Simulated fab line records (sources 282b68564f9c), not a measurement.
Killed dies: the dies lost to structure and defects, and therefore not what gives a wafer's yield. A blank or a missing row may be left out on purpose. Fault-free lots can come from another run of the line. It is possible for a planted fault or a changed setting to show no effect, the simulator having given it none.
fab line records || flow rit-cmos || part 2 of 2: steps 30 to 42 of 42
record {"lots": 5, "wafers": 15, "last-day": 7}
route steps=202 shown PRETRO@70 GATE@75 FOX2@80 REOX@98 NLDD@103
lots that met no fault: from a run of the same line without faults
start-h: the number of hours between the record's first day and the start of the first shown wafer of the lot || wait-h: time in hours since the lot's previous step || " unchanged from the row above || L1.1+2: several wafers, shown together as one row || - no value, or no start given || * or withheld: withheld || < > ~ a bound
route shown NAME@n: a module of which the file shows steps, and the number in the route of the first || usual: mean and standard deviation over wafers with no fault || same: alike in all rows || chamber/n: place in a boat || sites: readings site by site || _std_site: how widely they spread, as a standard deviation || _edge_site: the outer-site mean with the inner-site mean subtracted || radius-mm: how far each site lies from the wafer's centre || mask NAME#n: copy n || behind: the tool/chamber that last shaped the wafer || hold: the reason the lot was held/the length of the hold in hours/how it ended || device: which transistor (n, p or np) failed to switch || end of line: the same wafers' tests at the end of the route || a step given without rows: its recipe and nothing more || killed: dies that structure and defects cost at the first sort, which is not the same as the wafer's yield || map: shows each die of a wafer: x if killed, . if not, _ if none is there
set.NAME: the setting as run; set.NAME@STEP: as run at that earlier step || model.NAME: the simulator's own value behind a step, which no gauge read
lots seen at some steps along the route; tables by step, rows by wafer
services: from which hour (start-h, from the record's first day; less than 0 if before it) a tool's chamber was out of use, for how many hours, and why
## steps
# step RIT_REOX_CLEAN_01
# recipe {"chemistry": "dHF", "dilution": "50:1", "time-s": 30}
{"lot.wafer": "L077.1+5+6", "tool": "wet-bench-02", "chamber": 3, "start-h": 52.14, "wait-h": 0.0}
{"lot.wafer": "L087.3+5+6", "tool": "wet-bench-02", "chamber": 1, "start-h": 105.03, "wait-h": 0.0}
{"lot.wafer": "L088.1+4+5", "tool": "wet-bench-01", "chamber": 0, "start-h": 110.07, "wait-h": 0.0}
{"lot.wafer": "L089.1+2+4", "tool": "wet-bench-02", "chamber": 3, "start-h": 116.42, "wait-h": 0.0}
{"lot.wafer": "L096.2+4+5", "tool": "wet-bench-01", "chamber": 0, "start-h": 151.96, "wait-h": 0.0}
# step RIT_REOX_CLEAN_02
# recipe {"chemistry": "SC2", "mix": "3:3:50", "time-s": 600, "temp-c": 75, "dry": "n2-spin"}
# usual {"temp-c": "74.98/0.13"}
{"lot.wafer": "L077.1", "tool": "wet-bench-01", "chamber": 0, "start-h": 52.16, "wait-h": 0.0, "temp-c": 75.05}
{"lot.wafer": "L077.5", "tool": "wet-bench-01", "chamber": 0, "start-h": 52.16, "wait-h": 0.0, "temp-c": 74.88}
{"lot.wafer": "L077.6", "tool": "wet-bench-01", "chamber": 0, "start-h": 52.16, "wait-h": 0.0, "temp-c": 74.83}
{"lot.wafer": "L087.3", "tool": "wet-bench-01", "chamber": 0, "start-h": 105.04, "wait-h": 0.0, "temp-c": 74.93}
{"lot.wafer": "L087.5", "tool": "wet-bench-01", "chamber": 0, "start-h": 105.04, "wait-h": 0.0, "temp-c": 74.78}
{"lot.wafer": "L087.6", "tool": "wet-bench-01", "chamber": 0, "start-h": 105.04, "wait-h": 0.0, "temp-c": 74.97}
{"lot.wafer": "L088.1", "tool": "wet-bench-04", "chamber": 2, "start-h": 110.09, "wait-h": 0.0, "temp-c": 75.27}
{"lot.wafer": "L088.4", "tool": "wet-bench-04", "chamber": 2, "start-h": 110.09, "wait-h": 0.0, "temp-c": 75.02}
{"lot.wafer": "L088.5", "tool": "wet-bench-04", "chamber": 2, "start-h": 110.09, "wait-h": 0.0, "temp-c": 75.05}
{"lot.wafer": "L089.1", "tool": "wet-bench-01", "chamber": 2, "start-h": 116.44, "wait-h": 0.0, "temp-c": 74.82}
{"lot.wafer": "L089.2", "tool": "wet-bench-01", "chamber": 2, "start-h": 116.44, "wait-h": 0.0, "temp-c": 75.05}
{"lot.wafer": "L089.4", "tool": "wet-bench-01", "chamber": 2, "start-h": 116.44, "wait-h": 0.0, "temp-c": 74.95}
{"lot.wafer": "L096.2", "tool": "wet-bench-02", "chamber": 2, "start-h": 151.97, "wait-h": 0.0, "temp-c": 74.93}
{"lot.wafer": "L096.4", "tool": "wet-bench-02", "chamber": 2, "start-h": 151.97, "wait-h": 0.0, "temp-c": 74.86}
{"lot.wafer": "L096.5", "tool": "wet-bench-02", "chamber": 2, "start-h": 151.97, "wait-h": 0.0, "temp-c": 74.84}
# step RIT_REOX_OXIDATION_03
# recipe {"temp-c": 900, "ambient": "O2", "target-thk-a": 252, "ox-time-s": 5854}
# usual {"ox-temp-c": "900.1/0.39", "spike-tc-load-C": "922.4/2.9", "tube-center-temp-C": "900/0.09", "zone-power-source-pct": "26.5/2.9"}
{"lot.wafer": "L077.1", "tool": "furnace-01", "chamber": 0, "start-h": 52.42, "wait-h": 0.1, "ox-temp-c": 900.3, "spike-tc-load-C": 925.2, "tube-center-temp-C": 900.11, "zone-power-source-pct": 23.2}
{"lot.wafer": "L077.5", "tool": "furnace-01", "chamber": 0, "start-h": 52.42, "wait-h": 0.1, "ox-temp-c": 900.6, "spike-tc-load-C": 926.5, "tube-center-temp-C": 899.95, "zone-power-source-pct": 22.8}
{"lot.wafer": "L077.6", "tool": "furnace-01", "chamber": 0, "start-h": 52.42, "wait-h": 0.1, "ox-temp-c": 900.7, "spike-tc-load-C": 926.5, "tube-center-temp-C": 899.98, "zone-power-source-pct": 23.2}
{"lot.wafer": "L087.3", "tool": "furnace-04", "chamber": 0, "start-h": 107.55, "wait-h": 2.3, "ox-temp-c": 900.0, "spike-tc-load-C": 922.7, "tube-center-temp-C": 900.11, "zone-power-source-pct": 25.6}
{"lot.wafer": "L087.5", "tool": "furnace-04", "chamber": 0, "start-h": 107.55, "wait-h": 2.3, "ox-temp-c": 899.8, "spike-tc-load-C": 923.4, "tube-center-temp-C": 900.08, "zone-power-source-pct": 26.2}
{"lot.wafer": "L087.6", "tool": "furnace-04", "chamber": 0, "start-h": 107.55, "wait-h": 2.3, "ox-temp-c": 899.7, "spike-tc-load-C": 923.6, "tube-center-temp-C": 899.93, "zone-power-source-pct": 25.5}
{"lot.wafer": "L088.1", "tool": "furnace-04", "chamber": 0, "start-h": 111.42, "wait-h": 1.1, "ox-temp-c": 899.9, "spike-tc-load-C": 923.7, "tube-center-temp-C": 899.91, "zone-power-source-pct": 25.5}
{"lot.wafer": "L088.4", "tool": "furnace-04", "chamber": 0, "start-h": 111.42, "wait-h": 1.1, "ox-temp-c": 900.5, "spike-tc-load-C": 925.5, "tube-center-temp-C": 900.07, "zone-power-source-pct": 25.9}
{"lot.wafer": "L088.5", "tool": "furnace-04", "chamber": 0, "start-h": 111.42, "wait-h": 1.1, "ox-temp-c": 899.7, "spike-tc-load-C": 924.1, "tube-center-temp-C": 899.97, "zone-power-source-pct": 25.8}
{"lot.wafer": "L089.1", "tool": "furnace-03", "chamber": 0, "start-h": 117.05, "wait-h": 0.4, "ox-temp-c": 900.7, "spike-tc-load-C": 918.4, "tube-center-temp-C": 899.98, "zone-power-source-pct": 30.5}
{"lot.wafer": "L089.2", "tool": "furnace-03", "chamber": 0, "start-h": 117.05, "wait-h": 0.4, "ox-temp-c": 900.5, "spike-tc-load-C": 919.0, "tube-center-temp-C": 900.03, "zone-power-source-pct": 29.9}
{"lot.wafer": "L089.4", "tool": "furnace-03", "chamber": 0, "start-h": 117.05, "wait-h": 0.4, "ox-temp-c": 900.5, "spike-tc-load-C": 918.0, "tube-center-temp-C": 899.86, "zone-power-source-pct": 30.1}
{"lot.wafer": "L096.2", "tool": "furnace-04", "chamber": 0, "start-h": 153.13, "wait-h": 1.0, "ox-temp-c": 899.8, "spike-tc-load-C": 923.5, "tube-center-temp-C": 900.07, "zone-power-source-pct": 25.6}
{"lot.wafer": "L096.4", "tool": "furnace-04", "chamber": 0, "start-h": 153.13, "wait-h": 1.0, "ox-temp-c": 900.6, "spike-tc-load-C": 922.5, "tube-center-temp-C": 899.96, "zone-power-source-pct": 25.8}
{"lot.wafer": "L096.5", "tool": "furnace-04", "chamber": 0, "start-h": 153.13, "wait-h": 1.0, "ox-temp-c": 899.9, "spike-tc-load-C": 924.2, "tube-center-temp-C": 900.12, "zone-power-source-pct": 25.7}
# step RIT_REOX_THK_MEAS_04
# recipe {"reads": "SiO2_of_REOX_OXIDATION_03"}
# usual {"REOX_OXIDE_THK": "26.1/0.49"}
{"lot.wafer": "L077.1", "tool": "film-metro-03", "chamber": "-", "start-h": 54.97, "wait-h": 0.0, "REOX_OXIDE_THK[nm]": 25.9}
{"lot.wafer": "L077.5", "tool": "film-metro-03", "chamber": "-", "start-h": 54.97, "wait-h": 0.0, "REOX_OXIDE_THK[nm]": 26.1}
{"lot.wafer": "L077.6", "tool": "film-metro-03", "chamber": "-", "start-h": 54.97, "wait-h": 0.0, "REOX_OXIDE_THK[nm]": 26.3}
{"lot.wafer": "L087.3", "tool": "film-metro-03", "chamber": "-", "start-h": 110.12, "wait-h": 0.0, "REOX_OXIDE_THK[nm]": 26.6}
{"lot.wafer": "L087.5", "tool": "film-metro-03", "chamber": "-", "start-h": 110.12, "wait-h": 0.0, "REOX_OXIDE_THK[nm]": 27.1}
{"lot.wafer": "L087.6", "tool": "film-metro-03", "chamber": "-", "start-h": 110.12, "wait-h": 0.0, "REOX_OXIDE_THK[nm]": 26.7}
{"lot.wafer": "L088.1", "tool": "film-metro-04", "chamber": "-", "start-h": 113.97, "wait-h": 0.0, "REOX_OXIDE_THK[nm]": 25.9}
{"lot.wafer": "L088.4", "tool": "film-metro-04", "chamber": "-", "start-h": 113.97, "wait-h": 0.0, "REOX_OXIDE_THK[nm]": 26.3}
{"lot.wafer": "L088.5", "tool": "film-metro-04", "chamber": "-", "start-h": 113.97, "wait-h": 0.0, "REOX_OXIDE_THK[nm]": 26.0}
{"lot.wafer": "L089.1", "tool": "film-metro-03", "chamber": "-", "start-h": 119.60, "wait-h": 0.0, "REOX_OXIDE_THK[nm]": 26.4}
{"lot.wafer": "L089.2", "tool": "film-metro-03", "chamber": "-", "start-h": 119.60, "wait-h": 0.0, "REOX_OXIDE_THK[nm]": 26.3}
{"lot.wafer": "L089.4", "tool": "film-metro-03", "chamber": "-", "start-h": 119.60, "wait-h": 0.0, "REOX_OXIDE_THK[nm]": 26.3}
{"lot.wafer": "L096.2", "tool": "film-metro-03", "chamber": "-", "start-h": 155.69, "wait-h": 0.0, "REOX_OXIDE_THK[nm]": 25.5}
{"lot.wafer": "L096.4", "tool": "film-metro-03", "chamber": "-", "start-h": 155.69, "wait-h": 0.0, "REOX_OXIDE_THK[nm]": 25.5}
{"lot.wafer": "L096.5", "tool": "film-metro-03", "chamber": "-", "start-h": 155.69, "wait-h": 0.0, "REOX_OXIDE_THK[nm]": 25.1}
# step RIT_NLDD_HMDS_00
# recipe {"prime-time-s": 60, "prime-temp-c": 140}
# same {"prime-time-s": 60}
{"lot.wafer": "L077.1+5+6", "tool": "litho-track-02", "chamber": 0, "start-h": 55.03, "wait-h": 0.1}
{"lot.wafer": "L087.3+5+6", "tool": "litho-track-01", "chamber": 0, "start-h": 110.21, "wait-h": 0.1}
{"lot.wafer": "L088.1+4+5", "tool": "litho-track-01", "chamber": 0, "start-h": 114.03, "wait-h": 0.1}
{"lot.wafer": "L089.1+2+4", "tool": "litho-track-04", "chamber": 0, "start-h": 119.66, "wait-h": 0.1}
{"lot.wafer": "L096.2+4+5", "tool": "litho-track-04", "chamber": 0, "start-h": 155.76, "wait-h": 0.1}
# step RIT_NLDD_COAT_01
# recipe {"resist": "NOVOLAK", "spin-rpm": 3250, "resist-thk-nm": 1000}
{"lot.wafer": "L077.1+5+6", "tool": "litho-track-02", "chamber": 0, "start-h": 55.18, "wait-h": 0.1}
{"lot.wafer": "L087.3+5+6", "tool": "litho-track-01", "chamber": 0, "start-h": 110.36, "wait-h": 0.1}
{"lot.wafer": "L088.1+4+5", "tool": "litho-track-01", "chamber": 0, "start-h": 114.18, "wait-h": 0.1}
{"lot.wafer": "L089.1+2+4", "tool": "litho-track-04", "chamber": 0, "start-h": 119.81, "wait-h": 0.1}
{"lot.wafer": "L096.2+4+5", "tool": "litho-track-04", "chamber": 0, "start-h": 155.91, "wait-h": 0.1}
# step RIT_NLDD_SOFTBAKE_02
# recipe {"resist": "NOVOLAK", "temp-c": 90, "time-s": 60}
{"lot.wafer": "L077.1+5+6", "tool": "litho-track-02", "chamber": 0, "start-h": 55.33, "wait-h": 0.1}
{"lot.wafer": "L087.3+5+6", "tool": "litho-track-01", "chamber": 0, "start-h": 110.51, "wait-h": 0.1}
{"lot.wafer": "L088.1+4+5", "tool": "litho-track-01", "chamber": 0, "start-h": 114.33, "wait-h": 0.1}
{"lot.wafer": "L089.1+2+4", "tool": "litho-track-04", "chamber": 0, "start-h": 119.96, "wait-h": 0.1}
{"lot.wafer": "L096.2+4+5", "tool": "litho-track-04", "chamber": 0, "start-h": 156.06, "wait-h": 0.1}
# step RIT_NLDD_EXPOSE_03
# recipe {"mask-id": "M7", "na": 0.57, "target-cd-nm": 40700, "dose-mj": 250}
{"lot.wafer": "L077.1+5+6", "tool": "iline-stepper-01", "chamber": 0, "start-h": 55.60, "wait-h": 0.2, "mask": "M7#0"}
{"lot.wafer": "L087.3+5+6", "tool": "iline-stepper-02", "chamber": 0, "start-h": 110.65, "wait-h": 0.1, "mask": "M7#0"}
{"lot.wafer": "L088.1+4+5", "tool": "iline-stepper-01", "chamber": 0, "start-h": 114.60, "wait-h": 0.2, "mask": "M7#0"}
{"lot.wafer": "L089.1+2+4", "tool": "iline-stepper-01", "chamber": 0, "start-h": 120.11, "wait-h": 0.1, "mask": "M7#0"}
{"lot.wafer": "L096.2+4+5", "tool": "iline-stepper-02", "chamber": 0, "start-h": 156.33, "wait-h": 0.2, "mask": "M7#0"}
# step RIT_NLDD_PEB_04
# recipe {"resist": "NOVOLAK", "temp-c": "withheld", "time-s": "withheld"}
{"lot.wafer": "L077.1+5+6", "tool": "litho-track-01", "chamber": 0, "start-h": 55.72, "wait-h": 0.1}
{"lot.wafer": "L087.3+5+6", "tool": "litho-track-01", "chamber": 0, "start-h": 110.78, "wait-h": 0.1}
{"lot.wafer": "L088.1+4+5", "tool": "litho-track-02", "chamber": 0, "start-h": 114.72, "wait-h": 0.1}
{"lot.wafer": "L089.1+2+4", "tool": "litho-track-02", "chamber": 0, "start-h": 120.23, "wait-h": 0.1}
{"lot.wafer": "L096.2+4+5", "tool": "litho-track-02", "chamber": 0, "start-h": 156.45, "wait-h": 0.1}
# step RIT_NLDD_DEVELOP_05
# recipe {"resist": "NOVOLAK", "develop-time-s": 50, "dev-temp-c": 23}
{"lot.wafer": "L077.1+5+6", "tool": "litho-track-01", "chamber": 0, "start-h": "-", "wait-h": "-"}
{"lot.wafer": "L087.3+5+6", "tool": "litho-track-01", "chamber": 0, "start-h": "-", "wait-h": "-"}
{"lot.wafer": "L088.1+4+5", "tool": "litho-track-02", "chamber": 0, "start-h": "-", "wait-h": "-"}
{"lot.wafer": "L089.1+2+4", "tool": "litho-track-02", "chamber": 0, "start-h": "-", "wait-h": "-"}
{"lot.wafer": "L096.2+4+5", "tool": "litho-track-02", "chamber": 0, "start-h": "-", "wait-h": "-"}
# step RIT_NLDD_OVL_MEAS_06
# usual {"NLDD_OVL": "-1.2/1.4"}
{"lot.wafer": "L077.1", "tool": "overlay-01", "chamber": "-", "start-h": 56.00, "wait-h": "-", "NLDD_OVL[nm]": -1.6}
{"lot.wafer": "L077.5", "tool": "overlay-01", "chamber": "-", "start-h": 56.00, "wait-h": "-", "NLDD_OVL[nm]": -2.3}
{"lot.wafer": "L077.6", "tool": "overlay-01", "chamber": "-", "start-h": 56.00, "wait-h": "-", "NLDD_OVL[nm]": -2.6}
{"lot.wafer": "L087.3", "tool": "overlay-02", "chamber": "-", "start-h": 111.02, "wait-h": "-", "NLDD_OVL[nm]": -1.3}
{"lot.wafer": "L087.5", "tool": "overlay-02", "chamber": "-", "start-h": 111.02, "wait-h": "-", "NLDD_OVL[nm]": -1.6}
{"lot.wafer": "L087.6", "tool": "overlay-02", "chamber": "-", "start-h": 111.02, "wait-h": "-", "NLDD_OVL[nm]": 0.3}
{"lot.wafer": "L088.1", "tool": "overlay-01", "chamber": "-", "start-h": 115.00, "wait-h": "-", "NLDD_OVL[nm]": -2.3}
{"lot.wafer": "L088.4", "tool": "overlay-01", "chamber": "-", "start-h": 115.00, "wait-h": "-", "NLDD_OVL[nm]": -1.2}
{"lot.wafer": "L088.5", "tool": "overlay-01", "chamber": "-", "start-h": 115.00, "wait-h": "-", "NLDD_OVL[nm]": -2.3}
{"lot.wafer": "L089.1", "tool": "overlay-02", "chamber": "-", "start-h": 120.51, "wait-h": "-", "NLDD_OVL[nm]": -1.9}
{"lot.wafer": "L089.2", "tool": "overlay-02", "chamber": "-", "start-h": 120.51, "wait-h": "-", "NLDD_OVL[nm]": -1.3}
{"lot.wafer": "L089.4", "tool": "overlay-02", "chamber": "-", "start-h": 120.51, "wait-h": "-", "NLDD_OVL[nm]": -1.4}
{"lot.wafer": "L096.2", "tool": "overlay-01", "chamber": "-", "start-h": 156.72, "wait-h": "-", "NLDD_OVL[nm]": -2.8}
{"lot.wafer": "L096.4", "tool": "overlay-01", "chamber": "-", "start-h": 156.72, "wait-h": "-", "NLDD_OVL[nm]": 0.1}
{"lot.wafer": "L096.5", "tool": "overlay-01", "chamber": "-", "start-h": 156.72, "wait-h": "-", "NLDD_OVL[nm]": -2.3}
# step RIT_NLDD_HARDBAKE_07
# recipe {"resist": "NOVOLAK", "temp-c": 140, "time-s": 60}
{"lot.wafer": "L077.1+5+6", "tool": "litho-track-01", "chamber": 0, "start-h": 56.04, "wait-h": 0.0}
{"lot.wafer": "L087.3+5+6", "tool": "litho-track-01", "chamber": 0, "start-h": 111.10, "wait-h": 0.1}
{"lot.wafer": "L088.1+4+5", "tool": "litho-track-02", "chamber": 0, "start-h": 115.04, "wait-h": 0.0}
{"lot.wafer": "L089.1+2+4", "tool": "litho-track-04", "chamber": 0, "start-h": 120.55, "wait-h": 0.0}
{"lot.wafer": "L096.2+4+5", "tool": "litho-track-04", "chamber": 0, "start-h": 156.77, "wait-h": 0.0}
# step RIT_NLDD_IMPLANT_08
# recipe {"species": "P", "energy-kev": 20, "dose-cm2": 5e+14, "tilt-deg": 7}
# usual {"dose-ions-cm2": "4.999e+14/5.7e+11"}
{"lot.wafer": "L077.1", "tool": "implanter-03", "chamber": 0, "start-h": 56.19, "wait-h": 0.1, "dose-ions-cm2": 5.012e+14}
{"lot.wafer": "L077.5", "tool": "implanter-03", "chamber": 0, "start-h": 56.19, "wait-h": 0.1, "dose-ions-cm2": 5.007e+14}
{"lot.wafer": "L077.6", "tool": "implanter-03", "chamber": 0, "start-h": 56.19, "wait-h": 0.1, "dose-ions-cm2": 5.01e+14}
{"lot.wafer": "L087.3", "tool": "implanter-01", "chamber": 0, "start-h": 111.25, "wait-h": 0.1, "dose-ions-cm2": 5.008e+14}
{"lot.wafer": "L087.5", "tool": "implanter-01", "chamber": 0, "start-h": 111.25, "wait-h": 0.1, "dose-ions-cm2": 4.998e+14}
{"lot.wafer": "L087.6", "tool": "implanter-01", "chamber": 0, "start-h": 111.25, "wait-h": 0.1, "dose-ions-cm2": 5.007e+14}
{"lot.wafer": "L088.1", "tool": "implanter-01", "chamber": 0, "start-h": 115.19, "wait-h": 0.1, "dose-ions-cm2": 4.995e+14}
{"lot.wafer": "L088.4", "tool": "implanter-01", "chamber": 0, "start-h": 115.19, "wait-h": 0.1, "dose-ions-cm2": 4.993e+14}
{"lot.wafer": "L088.5", "tool": "implanter-01", "chamber": 0, "start-h": 115.19, "wait-h": 0.1, "dose-ions-cm2": 4.994e+14}
{"lot.wafer": "L089.1", "tool": "implanter-01", "chamber": 0, "start-h": 120.70, "wait-h": 0.1, "dose-ions-cm2": 5e+14}
{"lot.wafer": "L089.2", "tool": "implanter-01", "chamber": 0, "start-h": 120.70, "wait-h": 0.1, "dose-ions-cm2": 4.999e+14}
{"lot.wafer": "L089.4", "tool": "implanter-01", "chamber": 0, "start-h": 120.70, "wait-h": 0.1, "dose-ions-cm2": 5e+14}
{"lot.wafer": "L096.2", "tool": "implanter-02", "chamber": 0, "start-h": 156.92, "wait-h": 0.1, "dose-ions-cm2": 5e+14}
{"lot.wafer": "L096.4", "tool": "implanter-02", "chamber": 0, "start-h": 156.92, "wait-h": 0.1, "dose-ions-cm2": 4.998e+14}
{"lot.wafer": "L096.5", "tool": "implanter-02", "chamber": 0, "start-h": 156.92, "wait-h": 0.1, "dose-ions-cm2": 4.998e+14}
## services
{"tool": "furnace-03", "chamber": "-", "start-h": 33.56, "hours": 3.5, "kind": "pm"}
{"tool": "iline-stepper-02", "chamber": "-", "start-h": 49.76, "hours": 1.7, "kind": "pm"}
{"tool": "rie-si-01", "chamber": 3, "start-h": 55.63, "hours": "-", "kind": "clean"}
{"tool": "rie-si-01", "chamber": 3, "start-h": 55.63, "hours": 24.7, "kind": "scheduled-down"}
{"tool": "rie-si-01", "chamber": 3, "start-h": 55.63, "hours": 24.7, "kind": "vent-cycle"}
{"tool": "furnace-01", "chamber": "-", "start-h": 68.80, "hours": 6.1, "kind": "pm"}
{"tool": "plasma-asher-01", "chamber": "-", "start-h": 71.10, "hours": 1.1, "kind": "repair"}
{"tool": "rie-si-01", "chamber": "-", "start-h": 74.55, "hours": 2.8, "kind": "pm"}
{"tool": "rie-si-02", "chamber": 2, "start-h": 86.26, "hours": 2.5, "kind": "repair"}
{"tool": "plasma-asher-04", "chamber": "-", "start-h": 93.70, "hours": 0.7, "kind": "repair"}
{"tool": "furnace-01", "chamber": "-", "start-h": 99.25, "hours": 3.4, "kind": "pm"}
{"tool": "furnace-01", "chamber": "-", "start-h": 105.24, "hours": 3.0, "kind": "pm"}
{"tool": "plasma-asher-04", "chamber": "-", "start-h": 108.75, "hours": 9.0, "kind": "pm"}
{"tool": "plasma-asher-04", "chamber": 0, "start-h": 108.75, "hours": 9.0, "kind": "vent-cycle"}
{"tool": "plasma-asher-04", "chamber": 1, "start-h": 108.75, "hours": 9.0, "kind": "vent-cycle"}
{"tool": "implanter-04", "chamber": "-", "start-h": 113.77, "hours": 1.9, "kind": "repair"}
{"tool": "plasma-asher-04", "chamber": "-", "start-h": 117.75, "hours": 2.8, "kind": "pm"}
{"tool": "plasma-asher-04", "chamber": 0, "start-h": 117.75, "hours": "-", "kind": "clean"}
{"tool": "implanter-01", "chamber": "-", "start-h": 122.30, "hours": 9.5, "kind": "repair"}
{"tool": "implanter-03", "chamber": "-", "start-h": 130.74, "hours": 3.7, "kind": "pm"}
{"tool": "iline-stepper-01", "chamber": 0, "start-h": 138.01, "hours": "-", "kind": "calibration"}
{"tool": "implanter-03", "chamber": "-", "start-h": 142.26, "hours": 7.6, "kind": "repair"}
{"tool": "rie-si-02", "chamber": "-", "start-h": 151.47, "hours": 2.8, "kind": "pm"}
{"tool": "furnace-01", "chamber": "-", "start-h": 151.79, "hours": 2.8, "kind": "repair"}
